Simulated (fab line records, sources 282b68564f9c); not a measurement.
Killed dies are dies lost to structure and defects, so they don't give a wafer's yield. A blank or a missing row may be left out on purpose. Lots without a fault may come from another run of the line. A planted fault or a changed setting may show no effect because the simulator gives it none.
Problem report in the 8D (eight disciplines) form, filled by code | flow rit_cmos | the parts of the form that need people (team, actions taken, sign-off) are left out

1. THE PROBLEM
chamber_pressure_mTorr at RIT_ACTIVE_STRIP_14 reads a mean of 5997 mTorr on 4 wafers of 2 lots; wafers without a fault read 4000 mTorr with a standard deviation of 3.7. That is +99 or more standard deviations from the usual mean.
The step: strips in O2, time 180 s.
First seen on wafer L577.2, day 4 04:26, on plasma_asher-02. The record holds 42 wafers of 14 lots with a number at this step. Rule for "out", or "out of limits": more than 4 standard deviations from the usual mean. The other wafers with a number count as sound.

2. WHAT IT IS AND WHAT IT IS NOT
question                    | is                             | is not
which readings at this step | chamber_pressure_mTorr         | drypump_motor_current_A
which lots                  | L577, L578                     | L565, L566, L567, L568, L571, L576, L579, L580, L581, L583, L585, L588
which wafers of those lots  | L577.2, L577.6, L578.2, L578.5 | L577.5, L578.6
read on which tools         | plasma_asher-02                | plasma_asher-03, plasma_asher-04
when                        | from day 4 04:26               | up to then (19 sound wafers); but 19 sound wafers of L578, L579, L580, L581, L583, L585, L588 came after

3. SUSPECTS, AND WHAT RULES EACH OUT
Counting: a tool at a process step up to the reading stays a suspect if it ran every lot that is out. Sound lots after the first of them don't rule it out here, since some wafers of a struck lot are sound.
- plasma_asher-02 at RIT_ACTIVE_STRIP_14 (strips in O2, time 180 s): kept. It ran every lot that is out, first L577 (day 4 04:26); its last sound lot up to then is L571 (day 3 03:49). Its own readings are out on those wafers: chamber_pressure_mTorr.
- Within plasma_asher-02 at RIT_ACTIVE_STRIP_14: the wafers that are out ran in chamber 0; their sound lot-mates ran in chamber 1.
Left after counting: plasma_asher-02 at RIT_ACTIVE_STRIP_14.

4. THE CAUSE (what the simulator had put in)
Process parameter drift: plasma_asher-02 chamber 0, from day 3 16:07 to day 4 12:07, at RIT_ACTIVE_STRIP_14. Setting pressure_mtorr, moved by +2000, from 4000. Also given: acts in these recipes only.
Counting left only this tool.

5. THE CHAIN OF EFFECTS, in route order
Each row: a reading whose mean over the struck wafers that have a number lies more than 3 standard deviations from the usual. Only readings for which the record gives a usual standard deviation are gone through. hours: the time from each lot's start at the first step in this table that gives one to its start at this step, as a median over the lots. sigmas: the change in usual standard deviations.
hours | step                | reading                | usual      | on struck wafers | change | sigmas
0     | RIT_ACTIVE_STRIP_14 | chamber_pressure_mTorr | 4000 mTorr | 5997             | +1997  | +99 or more
The process steps in it:
- RIT_ACTIVE_STRIP_14: strips in O2, time 180 s.

6. WHAT WOULD HAVE CAUGHT IT SOONER
In this record the first reading out of limits was taken at day 4 04:26, 12 hours after the fault began at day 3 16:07.
